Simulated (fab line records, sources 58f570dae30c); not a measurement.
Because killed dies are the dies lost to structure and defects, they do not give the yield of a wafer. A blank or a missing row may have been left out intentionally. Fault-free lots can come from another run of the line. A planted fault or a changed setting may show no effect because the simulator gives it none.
fab line records    flow berkeleyCmos170
[record] lots = 6  wafers = 18  lastDay = 12
route steps=331 shown NSD@193 BACKSIDE@199 SDANNEAL@204
lots that met no fault: from a run of the same line without faults
startH: the number of hours between the record's first day and the start of the first shown wafer of the lot    waitH: hours elapsed since this lot's preceding step    " same as the row above    L1.1+2: a row that stands for several wafers    - no value, or no start given    * or withheld: withheld    < > ~ a bound
route shown NAME@n: a module of which the file shows steps, and the number in the route of the first    usual: mean/standard deviation of fault-free wafers    same: alike in all rows    chamber/n: place in a boat    sites: the reading at each site    _std_site: standard deviation of those values    _edge_site: outer sites' mean less inner sites'    radiusMm: how far each site lies from the wafer's centre    mask NAME#n: copy n    behind: tool/chamber where the wafer was last shaped    hold: cause of the lot's hold/its duration in hours/its outcome    device: whichever transistor did not switch (one of n, p or np)    end of line: tests of these same wafers at the route's end    a step with no rows: only its recipe    killed: not the wafer's yield, but the dies lost to structure and defects at the first sort    map: per-die view of a wafer (x killed, . not killed, _ where there is no die)
set.NAME: setting as actually run; set.NAME@STEP: the setting as run at that earlier step    model.NAME: the simulator's own value behind a step, which no gauge read
certain route steps with their lots: each step a table, each wafer a row
services: the hour from which a tool's chamber was out of use, counted from the record's first day as startH (under 0 if before that day), plus the number of hours and why
[[steps]]
[step UCB170_NSD_CD_MEAS_06]
[recipe] targetCdNm = 1200
[usual] cdNm = 1200.2/1.3
lot.wafer  tool      chamber  startH  waitH  cdNm
L904.3     cdSem-01  -        140.51  -      1200.9
L904.4     "         -        "       "      1201.6
L904.5     "         -        "       "      1201.7
L910.2     cdSem-01  -        178.05  -      1200.5
L910.3     "         -        "       "      1202.2
L910.5     "         -        "       "      1201.4
L915.1     cdSem-02  -        197.40  -      1199.2
L915.4     "         -        "       "      1198.9
L915.6     "         -        "       "      1199.1
L914.2     cdSem-02  -        202.59  -      1200.6
L914.4     "         -        "       "      1200.8
L914.5     "         -        "       "      1202.2
L921.2     cdSem-02  -        227.14  -      1198.1
L921.4     "         -        "       "      1198.3
L921.5     "         -        "       "      1199.4
L925.1     cdSem-02  -        251.29  -      1200.5
L925.2     "         -        "       "      1200.5
L925.4     "         -        "       "      1199.9
[step UCB170_NSD_OVL_MEAS_07]
[usual] NSD_OVL = 0/5.5
lot.wafer  tool        chamber  startH  waitH  NSD_OVL[nm]
L904.3     overlay-01  -        140.61  0.1    -8
L904.4     "           -        "       "      -11
L904.5     "           -        "       "      -11
L910.2     overlay-02  -        178.16  0.1    6
L910.3     "           -        "       "      7
L910.5     "           -        "       "      4
L915.1     overlay-01  -        197.52  0.1    4
L915.4     "           -        "       "      6
L915.6     "           -        "       "      2
L914.2     overlay-01  -        202.70  0.1    1
L914.4     "           -        "       "      -1
L914.5     "           -        "       "      -4
L921.2     overlay-01  -        227.25  0.1    1
L921.4     "           -        "       "      1
L921.5     "           -        "       "      0
L925.1     overlay-01  -        251.41  0.1    -2
L925.2     "           -        "       "      -4
L925.4     "           -        "       "      -12
[step UCB170_NSD_IMPLANT_08]
[recipe] species = P  doseCm2 = 3e+15  energyKev = 40  tiltDeg = 7
[step UCB170_NSD_STRIP_09]
[recipe] chemistry = O2  powerW = 400  pressureMtorr = 3500  platenTempC = withheld  o2FlowSccm = 400  overashFraction = 0.5
[usual] drypumpMotorCurrentA = 6.0/0.46  oesProductAu = 0.533/0.0042  stripTimeToEndpointS = 35.80/0.096
lot.wafer  tool            chamber  startH  waitH  drypumpMotorCurrentA  oesProductAu  rfHoursCounterH  stripTimeToEndpointS
L904.3     plasmaAsher-04  1        140.81  0.1    5.7                   0.532         -                35.74
L904.4     "               0        "       "      6.7                   0.535         -                35.82
L904.5     "               1        "       "      5.7                   0.534         -                35.71
L910.2     plasmaAsher-02  0        178.34  0.1    6.1                   0.536         39               35.78
L910.3     "               1        "       "      6.1                   0.537         -                35.83
L910.5     "               1        "       "      6.1                   0.535         -                35.75
L915.1     plasmaAsher-02  1        197.70  0.1    6.1                   0.526         41               35.78
L915.4     "               1        "       "      6.1                   0.539         -                35.79
L915.6     "               0        "       "      6.0                   0.528         -                35.80
L914.2     plasmaAsher-04  1        202.88  0.1    5.7                   0.536         51               35.79
L914.4     "               0        "       "      6.7                   0.530         -                35.77
L914.5     "               0        "       "      6.7                   0.533         -                35.84
L921.2     plasmaAsher-03  1        227.43  0.1    4.9                   0.535         10               35.87
L921.4     "               0        "       "      6.1                   0.529         -                35.84
L921.5     "               1        "       "      4.9                   0.543         -                35.75
L925.1     plasmaAsher-04  0        251.59  0.1    6.7                   0.541         57               35.82
L925.2     "               1        "       "      5.7                   0.534         57               35.75
L925.4     "               0        "       "      6.7                   0.525         -                35.78
[step UCB170_NSD_TW_MEAS_10]
[usual] NSD_TW = 4159/37
lot.wafer  tool          chamber  startH  waitH  NSD_TW
L904.3     filmMetro-01  -        140.90  0.1    4113
L904.4     "             -        "       "      4101
L904.5     "             -        "       "      4073
L910.2     filmMetro-02  -        178.45  0.1    4191
L910.3     "             -        "       "      4199
L910.5     "             -        "       "      4211
L915.1     filmMetro-02  -        197.80  0.1    4171
L915.4     "             -        "       "      4189
L915.6     "             -        "       "      4211
L914.2     filmMetro-04  -        202.99  0.1    4174
L914.4     "             -        "       "      4188
L914.5     "             -        "       "      4182
L921.2     filmMetro-02  -        227.54  0.1    4158
L921.4     "             -        "       "      4147
L921.5     "             -        "       "      4174
L925.1     filmMetro-02  -        251.69  0.1    4172
L925.2     "             -        "       "      4187
L925.4     "             -        "       "      4194
[step UCB170_NSD_CLEAN_11]
[recipe] chemistry = SPM  tempC = 120  timeS = 600
[step UCB170_BACKSIDE_HMDS_00]
[recipe] primeTimeS = 60  primeTempC = 100
[step UCB170_BACKSIDE_COAT_01]
[recipe] resist = KrF  spinRpm = 1500  resistThkNm = 900
[step UCB170_BACKSIDE_SOFTBAKE_02]
[recipe] resist = KrF  tempC = 130  timeS = 60
[step UCB170_BACKSIDE_STRIP_03]
[recipe] chemistry = O2  powerW = 400  pressureMtorr = 3500  platenTempC = withheld  o2FlowSccm = 400  overashFraction = 0.5
[usual] drypumpMotorCurrentA = 5.8/0.64  oesProductAu = 0.735/0.0046  stripTimeToEndpointS = 21.96/0.068
lot.wafer  tool            chamber  startH  waitH  drypumpMotorCurrentA  oesProductAu  rfHoursCounterH  stripTimeToEndpointS
L904.3     plasmaAsher-04  1        141.60  0.1    5.7                   0.735         -                21.90
L904.4     "               0        "       "      6.7                   0.743         -                22.00
L904.5     "               0        "       "      6.7                   0.730         -                22.00
L910.2     plasmaAsher-04  0        179.26  0.1    6.8                   0.729         49               21.99
L910.3     "               0        "       "      6.7                   0.737         -                22.00
L910.5     "               0        "       "      6.7                   0.729         -                22.05
L915.1     plasmaAsher-01  0        198.66  0.1    5.0                   0.736         54               22.06
L915.4     "               0        "       "      5.0                   0.735         -                22.00
L915.6     "               0        "       "      5.0                   0.735         -                22.03
L914.2     plasmaAsher-04  1        203.66  0.1    5.7                   0.739         51               21.96
L914.4     "               1        "       "      5.7                   0.731         -                21.99
L914.5     "               0        "       "      6.7                   0.738         -                21.95
L921.2     plasmaAsher-04  1        228.68  0.1    5.7                   0.741         54               21.97
L921.4     "               1        "       "      5.7                   0.731         -                21.98
L921.5     "               0        "       "      6.7                   0.729         -                22.05
L925.1     plasmaAsher-03  0        252.95  0.1    6.1                   0.741         12               22.00
L925.2     "               1        "       "      4.9                   0.733         12               22.01
L925.4     "               1        "       "      4.9                   0.745         -                21.94
[step UCB170_BACKSIDE_CLEAN_04]
[recipe] chemistry = SPM  tempC = 120  timeS = 600
[step UCB170_SDANNEAL_RTA_00]
[recipe] tempC = 900  timeS = 10  ambient = N2
[usual] annealTempCMax = 903.3/0.6  chamberO2Ppm = 1.995/0.024  lampPowerPct = 24.5/1.7  wafer_temp_C_max = 905.3/0.85
lot.wafer  tool          chamber  startH  waitH  annealTempCMax  chamberO2Ppm  lampPowerPct  wafer_temp_C_max
L904.3     rtpAnneal-02  0        141.86  0.0    903.4           2.007         26.0          904.0
L904.4     "             0        "       "      903.7           1.990         25.9          905.4
L904.5     "             0        "       "      901.9           2.039         26.0          904.0
L910.2     rtpAnneal-02  0        179.55  0.0    903.8           2.023         25.9          906.7
L910.3     "             0        "       "      903.9           1.993         26.0          905.9
L910.5     "             0        "       "      903.2           1.994         26.0          905.7
L915.1     rtpAnneal-02  0        199.26  0.0    903.0           1.996         25.9          906.0
L915.4     "             0        "       "      903.6           2.020         26.0          905.6
L915.6     "             0        "       "      903.0           1.991         26.0          904.5
L914.2     rtpAnneal-01  0        203.95  0.0    902.7           1.984         22.5          906.0
L914.4     "             0        "       "      904.2           1.967         22.6          905.0
L914.5     "             0        "       "      904.1           2.001         22.6          904.3
L921.2     rtpAnneal-02  0        228.98  0.0    904.0           1.991         25.9          904.2
L921.4     "             0        "       "      903.4           1.977         25.9          904.8
L921.5     "             0        "       "      903.1           2.007         26.0          906.1
L925.1     rtpAnneal-02  0        253.24  0.0    904.0           1.993         26.0          904.6
L925.2     "             0        "       "      902.6           1.970         26.0          905.7
L925.4     "             0        "       "      904.2           1.983         25.9          906.6
[step UCB170_SDANNEAL_RTA_01]
[recipe] tempC = 1050  timeS = 5  ambient = N2
[usual] annealTempCMax = 1053.9/0.75  chamberO2Ppm = 2.001/0.022  lampPowerPct = 37.9/2.6  wafer_temp_C_max = 1056.2/1.2
lot.wafer  tool          chamber  startH  waitH  annealTempCMax  chamberO2Ppm  lampPowerPct  wafer_temp_C_max
L904.3     rtpAnneal-02  0        141.93  0.1    1052.2          1.982         40.0          1055.2
L904.4     "             0        "       "      1053.7          2.024         40.0          1055.0
L904.5     "             0        "       "      1054.4          2.007         40.1          1055.5
L910.2     rtpAnneal-02  0        179.61  0.1    1053.4          2.014         40.1          1056.7
L910.3     "             0        "       "      1053.2          1.986         40.1          1060.1
L910.5     "             0        "       "      1053.5          1.998         40.0          1054.5
L915.1     rtpAnneal-02  -        199.33  0.1    -               -             -             -
L915.4     "             -        "       "      -               -             -             -
L915.6     "             -        "       "      -               -             -             -
L914.2     rtpAnneal-01  -        204.02  0.1    -               -             -             -
L914.4     "             -        "       "      -               -             -             -
L914.5     "             -        "       "      -               -             -             -
L921.2     rtpAnneal-02  0        229.04  0.1    1054.8          1.969         40.1          1056.2
L921.4     "             0        "       "      1054.2          1.990         40.1          1055.9
L921.5     "             0        "       "      1054.3          2.000         40.1          1056.0
L925.1     rtpAnneal-02  0        253.30  0.1    1053.4          2.014         40.0          1055.9
L925.2     "             0        "       "      1052.8          2.014         40.1          1057.3
L925.4     "             0        "       "      1052.6          2.035         40.1          1054.6
[[services]]
tool            chamber  startH  hours  kind
plasmaAsher-03  0        117.75  -      clean
plasmaAsher-03  1        117.75  -      clean
plasmaAsher-03  -        126.91  15.6   pm
plasmaAsher-02  -        157.02  1.9    repair
plasmaAsher-02  -        157.98  4.2    repair
plasmaAsher-02  -        199.51  5.9    repair
rtpAnneal-01    -        236.09  3.8    pm
[[key]]
[firstSign] step = UCB170_SDANNEAL_RTA_01  reading = toolRecord  direction = missing
effect none on later readings
metAt UCB170_SDANNEAL_RTA_01
struckWafers L914.2,L914.4,L914.5,L915.1,L915.4,L915.6
laterRowsLeftOut L914.2,L914.4,L914.5,L915.1,L915.4,L915.6
sortLeftOut L914.2,L914.4,L914.5,L915.1,L915.4,L915.6
testerLeftOut L914,L915
onsetBetween 179.61 199.33
[fault] kind = skippedStepWhole  tool = rtpAnneal-01,rtpAnneal-02  chamber = -  onsetH = 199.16  steps = UCB170_SDANNEAL_RTA_01  scope = struckLotsOnly
// testerLeftOut: of these lots the tester's yield and bins aren't shown, on N5 and GAA mostly nor the transistor test; their killed dies are dies lost to structure and defects alone, not to doping, threshold or leakage, so they don't give the yield
// sortLeftOut: the simulated sort isn't trusted on such a fault, so these wafers' sort isn't shown, and their yield isn't known
// laterRowsLeftOut: the simulator's readings of these wafers behind a module that went badly wrong aren't trusted and aren't shown, but for the sort
